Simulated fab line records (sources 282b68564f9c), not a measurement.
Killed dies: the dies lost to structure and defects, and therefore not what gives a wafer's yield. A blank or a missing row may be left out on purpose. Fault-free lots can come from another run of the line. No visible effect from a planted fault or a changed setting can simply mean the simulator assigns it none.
Comparing a struck lot with a sound one / flow rit cmos / 18 steps out of a route of 202
Sound: wafers L363.1, L363.2, L363.6. Wafers L373.2, L373.3, L373.4 were the ones struck. The cause is given at the end.
Each step with rows lists, per side, the tool, then ch with its chambers, then its first start. Under that, the readings that differ: sound wafers / struck wafers / difference of the means / sigmas: that difference in standard deviations of wafers without a fault.
alike: readings with means less than 2 such deviations apart, plus words and numbers identical on both sides. not compared: withheld readings, readings lacking a value on some wafer, bounds such as >300 that could conceal the same value, and numbers that have no deviation in the record and whose values overlap.
A row with sigmas, a row that says differs or no value, or rows on one side alone: a step with any of these is where the two part. Numbers that don't overlap but have no deviation are shown without sigmas and don't part them. Lack of a reading on every wafer of one side parts them only where that side has two or more wafers.

RIT_M1_SPUTTER_00: material Al, target thk 400 nm, time 500 s.
  struck on pvd sputter-02, day 6 14:41; sound on pvd sputter-03, day 4 12:54
  alike: throttle valve pct
RIT_M1_RS_MEAS_01: the measuring method here is four-point-probe.
  struck on film metro-02, day 6 14:59; sound on film metro-04, day 4 13:11
  alike: M1_AL_RS
RIT_M1_THK_MEAS_02: measures by xrf.
  struck on film metro-02, day 6 15:06; sound on film metro-04, day 4 13:19
  alike: M1_AL_THK
then, 6 steps without rows for these wafers: RIT_M1_HMDS_03 (prime time 60 s); RIT_M1_COAT_04 (resist thk 1300 nm); RIT_M1_SOFTBAKE_05 (time 60 s); RIT_M1_EXPOSE_06 (exposes mask M12, target cd 2600 nm); RIT_M1_PEB_07; RIT_M1_DEVELOP_08 (develop time 68 s).
RIT_M1_CD_MEAS_09: the cd target is 2600 nm.
  struck on cd sem-01, day 6 16:03; sound on cd sem-02, day 4 14:15
  alike: cd nm
RIT_M1_OVL_MEAS_10:
  struck on overlay-02, day 6 16:10; sound on overlay-01, day 4 14:22
  alike: M1_OVL
then, 1 step without rows for these wafers: RIT_M1_HARDBAKE_11 (time 120 s).
RIT_M1_METAL_ETCH_12: etches Al in Cl2/BCl3, stops on SiO2, time 165 s, target depth 600 nm.
  sound on rie metal-01 ch 1, day 4 14:40; struck on rie metal-01 ch 0,1, day 6 16:26
reading=drypump motor current A (A); sound=5.9 5.9 5.9; struck=5.0 5.9 5.0; difference=-0.6; sigmas=-2
reading=oes product au (a.u.); sound=0.785 0.783 0.786; struck=0.694 0.680 0.687; difference=-0.098; sigmas=-9
reading=run length s (s); sound=193.8 193.4 193.6; struck=240.6 239.8 239.9; difference=+46.5; sigmas=+85
reading=model.NOVOLAK_of_M1_COAT_04.thk nm (nm); sound=812.7 814.6 810.8; struck=697.9 716.4 695.8; difference=-109.3; sigmas=
reading=model.M1.feature depth nm (nm); sound=448 447.1 448.2; struck=457.3 455.1 455.4; difference=+8.2; sigmas=
reading=model.SiO2_of_CONTACT_CVD_00.thk nm (nm); sound=364.5 358.4 362.8; struck=348.1 347.5 354.7; difference=-11.8; sigmas=
  alike: bcl3 flow sccm, throttle valve pct
  not compared: rf hours counter h
then, 1 step without rows for these wafers: RIT_M1_STRIP_13 (strips in nmp, time 600 s).
RIT_M1_STRIP_14: strips in O2, time 180 s.
  sound on plasma asher-03 ch 0,1, day 4 15:10; struck on plasma asher-03 ch 0,1, day 6 16:46
  alike: drypump motor current A, o2 flow sccm
  not compared: rf hours counter h
RIT_M1_CD_MEAS_90: the cd target is 2600 nm.
  struck on cd sem-02, day 6 16:58; sound on cd sem-01, day 4 15:20
reading=cd nm (nm); sound=2600.4 2600.4 2602.6; struck=2590.4 2592.7 2590.4; difference=-10.0; sigmas=-4
then, 1 step without rows for these wafers: RIT_M1_ANNEAL_15 (time 1800 s).
RIT_M1_PROBE_99:
  struck on prober-01, day 6 18:44; sound on prober-01, day 4 17:04
reading=model.etest.antenna m1.vt shift v (V); sound=-0.00894 -0.01072 -0.01004; struck=-0.02192 -0.02341 -0.02203; difference=-0.01255; sigmas=
  alike: defect limited yield, killed at contacts, killed at front end, killed dies, killed open, killed short, sort_bin_3_pad_short, sort_bin_5_function, sort_bin_6_memory, sort n pass, sort yield pct

WHERE THEY PART
First at RIT_M1_METAL_ETCH_12; last, within this record, at RIT_M1_CD_MEAS_90. Later steps at which nothing parts them and some readings are alike: RIT_M1_PROBE_99.

WHY: what had been put in by the simulator
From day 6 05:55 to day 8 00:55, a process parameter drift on rie metal-01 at RIT_M1_METAL_ETCH_12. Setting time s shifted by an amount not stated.
